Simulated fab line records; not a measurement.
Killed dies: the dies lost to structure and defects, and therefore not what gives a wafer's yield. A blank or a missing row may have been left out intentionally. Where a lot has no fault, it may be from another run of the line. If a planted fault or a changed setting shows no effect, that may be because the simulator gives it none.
A struck lot beside a sound one || flow berkeley_cmos170 || 16 steps out of a route of 331
Sound: these wafers, L264.1, L264.4, L264.5. Wafers L258.3, L258.4, L258.6 were the ones struck. At the end, the cause is stated.
At each step with rows: each side's tool, then ch and its chambers, then its first start. Under that, the readings that differ: sound wafers || struck wafers || difference of the means || sigmas: that difference in standard deviations of wafers without a fault.
alike: readings with means less than 2 such deviations apart, plus words and numbers identical on both sides. not compared: withheld readings, readings lacking a value on some wafer, bounds such as >300 that could conceal the same value, and numbers that have no deviation in the record and whose values overlap.
A row with sigmas, a row that says differs or no value, or rows on one side alone: a step with any of these is where the two part. Numbers that have no deviation but don't overlap get no sigmas and don't part them. Lack of a reading on every wafer of one side parts them only where that side has two or more wafers.

first, 1 step without rows for these wafers: UCB170_PFIELD_IMPLANT_07.
UCB170_PFIELD_STRIP_08: strips in O2.
  sound on plasma_asher-04 ch 0,1, day 7 06:41; struck on plasma_asher-02 ch 0,1, day 5 21:25
  alike: drypump_motor_current_A, oes_product_au, strip_time_to_endpoint_s
  not compared: rf_hours_counter_h
UCB170_PFIELD_TW_MEAS_09:
  sound: film_metro-02 at day 7 06:47; struck: film_metro-02 at day 5 21:30
  alike: PFIELD_TW
then, 2 steps without rows for these wafers: UCB170_FIELD_CLEAN_00 (cleans in dHF, time 7.5 s); UCB170_FIELD_OXIDATION_01 (target thk 558.3 nm, ox time 7200 s).
UCB170_FIELD_THK_MEAS_02:
  sound: film_metro-03 at day 7 13:25; struck: film_metro-03 at day 6 04:27
  alike: FIELD_OXIDE_THK
then, 4 steps without rows for these wafers: UCB170_FIELD_ANNEAL_03 (time 1200 s); UCB170_FIELD_WET_ETCH_04 (etches SiO2 in dHF, time 60 s); UCB170_FIELD_WET_ETCH_05 (etches Si3N4 in H3PO4, time 12600 s); UCB170_FIELD_WET_ETCH_06 (etches SiO2 in BOE, time 22 s).
UCB170_FIELD_THK_MEAS_90:
  sound: film_metro-02 at day 7 19:16; struck: film_metro-02 at day 6 13:39
  alike: FIELD_OXIDE_LEFT_1_THK
then, 1 step without rows for these wafers: UCB170_SACOX_CLEAN_00 (cleans in dHF, time 7.5 s).
UCB170_SACOX_OXIDATION_01: target thk 14.4 nm, ox time 2400 s.
  sound on furnace-04 ch 0, day 7 21:35; struck on furnace-03 ch 0, day 6 19:12
{"reading": "zone_power_load_pct (%)", "sound": "22 21 21", "struck": "30 30 30", "difference": "+9", "sigmas": "+2"}
  alike: spike_tc_source_C
UCB170_SACOX_THK_MEAS_02:
  sound: film_metro-03 at day 7 23:17; struck: film_metro-02 at day 6 21:50
{"reading": "SACOX_OXIDE_THK (nm)", "sound": "14.03 14.11 13.86", "struck": "22.34 22.39 22.06", "difference": "+8.26", "sigmas": "+38"}
then, 1 step without rows for these wafers: UCB170_SCREENOX_WET_ETCH_00 (etches SiO2 in dHF, time 200 s).
UCB170_M3_PROBE_99:
  the record has rows for the sound wafers here (prober-01, day 10 17:19) and none for the struck ones

WHERE THEY PART
Last at UCB170_M3_PROBE_99 as far as this record goes, first at UCB170_SACOX_OXIDATION_01.

WHY: what the simulator had put in
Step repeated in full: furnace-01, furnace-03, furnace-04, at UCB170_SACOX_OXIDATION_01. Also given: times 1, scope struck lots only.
